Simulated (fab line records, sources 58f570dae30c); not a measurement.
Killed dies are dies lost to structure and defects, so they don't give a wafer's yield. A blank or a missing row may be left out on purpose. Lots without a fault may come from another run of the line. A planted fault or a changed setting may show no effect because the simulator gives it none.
Which tool did it? | flow berkeley_cmos170 | 14 lots, 42 wafers sampled, at 7 steps of a route of 331

WHAT THE GAUGES READ, wafer by wafer
UCB170_SDANNEAL_RS_MEAS_02: measures by four-point-probe.
lot  | measured     | on            | PSD_RS (ohm/sq)
L858 | day 8 09:42  | film_metro-01 | 75.32 75.48 75.08
L859 | day 8 08:07  | film_metro-01 | 75.95 76.09 75.79
L861 | day 8 18:29  | film_metro-04 | 75.65 75.70 75.91
L862 | day 8 18:19  | film_metro-03 | 75.23 75.58 75.75
L863 | day 8 18:59  | film_metro-04 | 75.91 75.69 75.83
L864 | day 8 21:23  | film_metro-04 | 75.90 75.74 75.83
L865 | day 9 17:31  | film_metro-04 | 75.63 75.98 75.54
L866 | day 9 17:19  | film_metro-01 | 75.68 75.77 75.65
L869 | day 10 08:11 | film_metro-01 | 56.69 56.73 56.65
L870 | day 10 07:34 | film_metro-04 | 75.48 75.71 75.34
L871 | day 10 07:50 | film_metro-03 | 75.55 75.49 75.64
L873 | day 11 07:35 | film_metro-04 | 56.99 56.86 56.85
L877 | day 12 00:26 | film_metro-04 | 75.55 75.86 75.87
L880 | day 12 12:31 | film_metro-01 | 75.08 75.52 75.29

UCB170_SDANNEAL_RS_MEAS_03: measures by four-point-probe.
lot  | measured     | on            | NSD_RS (ohm/sq)
L858 | day 8 09:49  | film_metro-01 | 37.30 37.25 37.21
L859 | day 8 08:14  | film_metro-01 | 37.30 37.28 37.31
L861 | day 8 18:36  | film_metro-04 | 37.43 37.34 37.25
L862 | day 8 18:26  | film_metro-03 | 37.16 37.18 37.23
L863 | day 8 19:06  | film_metro-04 | 37.18 37.31 37.19
L864 | day 8 21:30  | film_metro-04 | 37.44 37.34 37.42
L865 | day 9 17:38  | film_metro-04 | 37.08 37.13 37.20
L866 | day 9 17:26  | film_metro-01 | 37.15 37.13 37.15
L869 | day 10 08:18 | film_metro-01 | 31.36 31.30 31.23
L870 | day 10 07:41 | film_metro-04 | 37.21 37.08 37.18
L871 | day 10 07:57 | film_metro-03 | 37.22 37.24 37.27
L873 | day 11 07:42 | film_metro-04 | 31.28 31.27 31.26
L877 | day 12 00:33 | film_metro-04 | 37.24 37.32 37.36
L880 | day 12 12:38 | film_metro-01 | 37.30 37.33 37.35

UCB170_SDANNEAL_RS_MEAS_04: measures by four-point-probe.
lot  | measured     | on            | PLDD_RS (ohm/sq)
L858 | day 8 09:56  | film_metro-01 | 1031.2 1031.7 1028.4
L859 | day 8 08:21  | film_metro-01 | 1027.6 1029.0 1027.0
L861 | day 8 18:43  | film_metro-04 | 1032.3 1033.8 1034.2
L862 | day 8 18:33  | film_metro-03 | 1033.8 1034.8 1032.6
L863 | day 8 19:13  | film_metro-04 | 1032.3 1031.6 1032.4
L864 | day 8 21:37  | film_metro-04 | 1034.7 1032.3 1034.4
L865 | day 9 17:45  | film_metro-04 | 1027.5 1029.2 1031.6
L866 | day 9 17:33  | film_metro-01 | 1032.1 1028.8 1028.6
L869 | day 10 08:25 | film_metro-01 | 969.6 967.9 970.5
L870 | day 10 07:48 | film_metro-04 | 1029.3 1028.6 1032.8
L871 | day 10 08:04 | film_metro-03 | 1032.2 1029.2 1031.6
L873 | day 11 07:49 | film_metro-04 | 961.8 964.2 964.8
L877 | day 12 00:40 | film_metro-04 | 1029.1 1027.1 1026.0
L880 | day 12 12:46 | film_metro-01 | 1026.4 1027.8 1026.6

UCB170_SDANNEAL_RS_MEAS_05: measures by four-point-probe.
lot  | measured     | on            | NLDD_RS (ohm/sq)
L858 | day 8 10:04  | film_metro-01 | 614.9 616.3 615.1
L859 | day 8 08:28  | film_metro-01 | 616.5 614.3 617.2
L861 | day 8 18:50  | film_metro-04 | 616.3 616.6 616.7
L862 | day 8 18:40  | film_metro-03 | 617.2 619.2 618.2
L863 | day 8 19:20  | film_metro-04 | 615.9 614.3 615.4
L864 | day 8 21:44  | film_metro-04 | 617.3 615.5 617.0
L865 | day 9 17:52  | film_metro-04 | 613.7 615.9 614.3
L866 | day 9 17:40  | film_metro-01 | 615.7 616.1 615.5
L869 | day 10 08:32 | film_metro-01 | 608.6 608.0 607.3
L870 | day 10 07:55 | film_metro-04 | 616.1 616.8 617.2
L871 | day 10 08:11 | film_metro-03 | 616.0 615.9 617.8
L873 | day 11 07:56 | film_metro-04 | 611.9 611.3 612.2
L877 | day 12 00:47 | film_metro-04 | 619.6 618.4 619.0
L880 | day 12 12:53 | film_metro-01 | 616.2 615.2 616.0

UCB170_V2_BOW_MEAS_03.
lot  | measured     | on            | V2_BOW (um)
L858 | day 9 02:04  | film_metro-01 | 40 32 43
L859 | day 8 23:51  | film_metro-02 | 28 27 40
L861 | day 9 13:21  | film_metro-01 | 30 37 28
L862 | day 9 13:08  | film_metro-04 | 34 31 27
L863 | day 9 18:27  | film_metro-02 | 39 40 34
L864 | day 9 19:07  | film_metro-02 | 29 35 40
L865 | day 10 09:16 | film_metro-02 | 41 36 43
L866 | day 10 10:33 | film_metro-04 | 48 37 49
L869 | day 11 03:43 | film_metro-02 | 33 40 44
L870 | day 11 01:08 | film_metro-04 | 36 53 45
L871 | day 11 01:23 | film_metro-02 | 32 22 26
L873 | day 12 04:41 | film_metro-02 | 40 31 34
L877 | day 12 21:08 | film_metro-02 | 35 35 40
L880 | day 13 06:52 | film_metro-02 | 45 28 37

WHICH TOOL RAN EACH LOT (tool, then ch and the chambers of the sampled wafers, then the start)
lot  | UCB170_NWELL_STRIP_15               | UCB170_SDANNEAL_RTA_01
L858 | plasma_asher-02 ch 0,1, day 2 16:56 | rtp_anneal-01 ch 0, day 8 09:38
L859 | plasma_asher-01 ch 0,1, day 2 17:10 | rtp_anneal-01 ch 0, day 8 08:03
L861 | plasma_asher-01 ch 0,1, day 3 02:16 | rtp_anneal-02 ch 0, day 8 18:25
L862 | plasma_asher-01 ch 0,1, day 3 11:53 | rtp_anneal-01 ch 0, day 8 18:15
L863 | plasma_asher-02 ch 0,1, day 3 12:17 | rtp_anneal-01 ch 0, day 8 18:41
L864 | plasma_asher-02 ch 0,1, day 3 20:51 | rtp_anneal-02 ch 0, day 8 21:19
L865 | plasma_asher-02 ch 0,1, day 4 04:12 | rtp_anneal-02 ch 0, day 9 17:26
L866 | plasma_asher-02 ch 0,1, day 4 04:29 | rtp_anneal-01 ch 0, day 9 17:15
L869 | plasma_asher-03 ch 0,1, day 5 02:07 | rtp_anneal-01 ch 0, day 10 08:07
L870 | plasma_asher-01 ch 0,1, day 5 02:09 | rtp_anneal-01 ch 0, day 10 07:30
L871 | plasma_asher-02 ch 0,1, day 5 02:19 | rtp_anneal-02 ch 0, day 10 07:46
L873 | plasma_asher-02 ch 0,1, day 5 19:40 | rtp_anneal-01 ch 0, day 11 07:31
L877 | plasma_asher-02 ch 0,1, day 6 04:49 | rtp_anneal-02 ch 0, day 12 00:13
L880 | plasma_asher-01 ch 0,1, day 7 05:01 | rtp_anneal-02 ch 0, day 12 12:26
- UCB170_NWELL_STRIP_15: strips in O2.
- UCB170_SDANNEAL_RTA_01: time 5 s.

WHAT THE TOOLS THEMSELVES READ (means of the sampled wafers that have a number; where no wafer has one, the mark that the record gives instead)
UCB170_NWELL_STRIP_15.
lot  | tool            | drypump_motor_current_A (A) | oes_product_au (a.u.) | strip_time_to_endpoint_s (s)
L858 | plasma_asher-02 | 5.6                         | 0.721                 | 17.97
L859 | plasma_asher-01 | 5.3                         | 0.722                 | 18.10
L861 | plasma_asher-01 | 5.8                         | 0.721                 | 17.93
L862 | plasma_asher-01 | 5.8                         | 0.716                 | 17.98
L863 | plasma_asher-02 | 5.6                         | 0.718                 | 18.06
L864 | plasma_asher-02 | 5.6                         | 0.720                 | 18.06
L865 | plasma_asher-02 | 5.6                         | 0.722                 | 17.94
L866 | plasma_asher-02 | 5.6                         | 0.724                 | 17.97
L869 | plasma_asher-03 | 6.7                         | 0.717                 | 18.07
L870 | plasma_asher-01 | 5.8                         | 0.725                 | 18.01
L871 | plasma_asher-02 | 5.6                         | 0.721                 | 17.98
L873 | plasma_asher-02 | 5.7                         | 0.724                 | 17.94
L877 | plasma_asher-02 | 5.6                         | 0.718                 | 17.99
L880 | plasma_asher-01 | 5.4                         | 0.723                 | 17.97

UCB170_SDANNEAL_RTA_01.
lot  | tool          | anneal_temp_c_max | chamber_o2_ppm | lamp_power_pct (%) | wafer_temp_C_max
L858 | rtp_anneal-01 | 1056.2            | 2.004          | 39.2               | 1055.8
L859 | rtp_anneal-01 | 1054.8            | 1.967          | 39.2               | 1056.8
L861 | rtp_anneal-02 | 1056.7            | 2.008          | 35.7               | 1054.2
L862 | rtp_anneal-01 | 1055.9            | 1.972          | 39.2               | 1055.7
L863 | rtp_anneal-01 | 1054.9            | 1.971          | 39.1               | 1055.7
L864 | rtp_anneal-02 | 1056.6            | 2.026          | 35.7               | 1054.6
L865 | rtp_anneal-02 | 1057.6            | 2.015          | 35.7               | 1053.8
L866 | rtp_anneal-01 | 1055.3            | 2.000          | 39.2               | 1055.7
L869 | rtp_anneal-01 | 1055.4            | 1.990          | 39.2               | 1056.7
L870 | rtp_anneal-01 | 1055.6            | 2.004          | 39.2               | 1055.0
L871 | rtp_anneal-02 | 1057.8            | 2.021          | 35.7               | 1054.3
L873 | rtp_anneal-01 | 1056.3            | 1.997          | 39.2               | 1055.9
L877 | rtp_anneal-02 | 1057.5            | 1.988          | 35.7               | 1054.8
L880 | rtp_anneal-02 | 1059.3            | 2.013          | 35.7               | 1053.9

THE ANSWER, worked out from the rows above alone
Rule: what is usual is taken from the lots themselves. Put in order of their means at a reading, lots are off if they are a third of the lots or fewer, leave a main group of 4 or more, and stand apart from it by a gap of 3 or more times the standard deviation of the main group's means; of several such gaps the widest counts. A main group whose means are all the same, to the digits that the tables above print for the reading, isn't used. A lot without any number at a reading at which 4 lots or more have one is off too. The other lots that the step has rows for count as sound. The gauges are gone through in route order, then the tools' own readings, and for those a lot's mean is taken as printed above. The first step at which some lot is off is used, and at that step the reading that is off furthest; a lot without a number counts as furthest.
Off: L869, L873, at UCB170_SDANNEAL_RS_MEAS_02 (PSD_RS). The main group: mean 75.64 ohm/sq, standard deviation 0.2.
A tool fits if, at a process step before that reading, it ran every lot that is off, and no sound lot after the first of them. The gauges at UCB170_SDANNEAL_RS_MEAS_02 are tried like those tools. One fits: rtp_anneal-01 at UCB170_SDANNEAL_RTA_01. Its last sound lot is L870 (day 10 07:30), its first lot that is off L869 (day 10 08:07): a fault that began between those two fits.

WHAT THE SIMULATOR HAD PUT IN
Process parameter drift: rtp_anneal-01, from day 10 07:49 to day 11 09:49, at UCB170_SDANNEAL_RTA_01. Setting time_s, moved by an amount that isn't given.
Lots struck among those shown: L869, L873. The rule above found the same.
